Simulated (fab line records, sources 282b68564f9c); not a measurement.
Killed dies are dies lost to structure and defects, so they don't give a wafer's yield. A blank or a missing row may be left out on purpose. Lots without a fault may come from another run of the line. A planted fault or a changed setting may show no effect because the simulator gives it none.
Split-lot experiment | flow rit_cmos | 5 lots, 23 wafers read, on a route of 202 steps

THE SPLIT
At RIT_NWELL_SOFTBAKE_02 (time 60 s), the setting temp_c was moved away from the recipe's 90 C on 6 of the 23 wafers read, by -3.2% to +2.3%. The other wafers ran this setting at the recipe's value.

FROM THE SPLIT TO THE READING: what the file shows between them, 2 steps
- RIT_NWELL_EXPOSE_03: exposes mask M2, target cd 43900 nm
- RIT_NWELL_PEB_04

THE READING
NOVOLAK_of_NWELL_COAT_01.thk_nm (the simulator's own value, which no gauge read), in nm, at RIT_NWELL_DEVELOP_05 (develop time 68 s). The file gives no usual value for it. The 17 wafers here that ran the recipe average 1303 nm, standard deviation 3.4 nm.

wafer  | tool, chamber at the split | temp_c as run, C | against the recipe | NOVOLAK_of_NWELL_COAT_01.thk_nm, nm | against lot-mates on the recipe
L074.2 | litho_track-02, 0          | 90               | recipe             | 1303                                | -
L074.3 | litho_track-02, 0          | 90               | recipe             | 1304                                | -
L074.4 | litho_track-02, 0          | 92.05            | +2.3%              | 1296                                | -7
L074.5 | litho_track-02, 0          | 92.05            | +2.3%              | 1298                                | -5
L074.6 | litho_track-02, 0          | 90               | recipe             | 1301                                | -
L079.1 | litho_track-02, 0          | 87.12            | -3.2%              | 1307                                | +10
L079.2 | litho_track-02, 0          | 87.12            | -3.2%              | 1313                                | +16
L079.3 | litho_track-02, 0          | 90               | recipe             | 1298                                | -
L079.4 | litho_track-02, 0          | 90               | recipe             | 1296                                | -
L079.6 | litho_track-02, 0          | 90               | recipe             | 1297                                | -
L081.1 | litho_track-04, 0          | 90               | recipe             | 1305                                | -
L081.2 | litho_track-04, 0          | 90               | recipe             | 1308                                | -
L081.3 | litho_track-04, 0          | 90               | recipe             | 1307                                | -
L081.4 | litho_track-04, 0          | 90               | recipe             | 1302                                | -
L081.5 | litho_track-04, 0          | 90               | recipe             | 1306                                | -
L082.2 | litho_track-04, 0          | 90               | recipe             | 1303                                | -
L082.3 | litho_track-04, 0          | 90               | recipe             | 1302                                | -
L082.4 | litho_track-04, 0          | 90               | recipe             | 1301                                | -
L084.1 | litho_track-04, 0          | 87.92            | -2.3%              | 1314                                | +9
L084.2 | litho_track-04, 0          | 87.92            | -2.3%              | 1311                                | +6
L084.4 | litho_track-04, 0          | 90               | recipe             | 1303                                | -
L084.5 | litho_track-04, 0          | 90               | recipe             | 1307                                | -
L084.6 | litho_track-04, 0          | 90               | recipe             | 1305                                | -

THE FIT
A straight line over all 23 wafers: NOVOLAK_of_NWELL_COAT_01.thk_nm changes by -2.79 nm for each +1% of temp_c; r = -0.75; the points scatter about the line by 3.4 nm.
The same after taking each lot's own level away (the mean of its wafers on the recipe; 23 wafers): -3.41 nm for each +1%; r = -0.93; scatter 1.9 nm.
On that fit, the largest move of temp_c shifts the reading by 11 nm.
The lots' own levels span 1297.0 to 1305.6 nm, that is 2.5 times the standard deviation above.
So the lot-to-lot level blurs the effect unless lot-mates are compared.
Check: with one of the wafers moved furthest among these (-3.2%) left out of the fit, the line predicts +11.7 nm for it against its lot-mates. It came out at +10 nm against them.

OTHER SPLITS ON THESE WAFERS
These wafers also went through other splits before the reading. Each is held against what the fit with the lots' levels taken away leaves over:
other split on the same wafers       | wafers away from the commonest value | r with NOVOLAK_of_NWELL_COAT_01.thk_nm (lot level and that fit taken away)
RIT_ACTIVE_DEVELOP_10 develop_time_s | 8                                    | +0.14
RIT_ACTIVE_ETCH_13 pressure_mtorr    | 10                                   | +0.03

THE FILE'S OWN FIT
NOVOLAK_of_NWELL_COAT_01.thk_nm changes by -3.47 nm for each +1% of temp_c, r = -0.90.
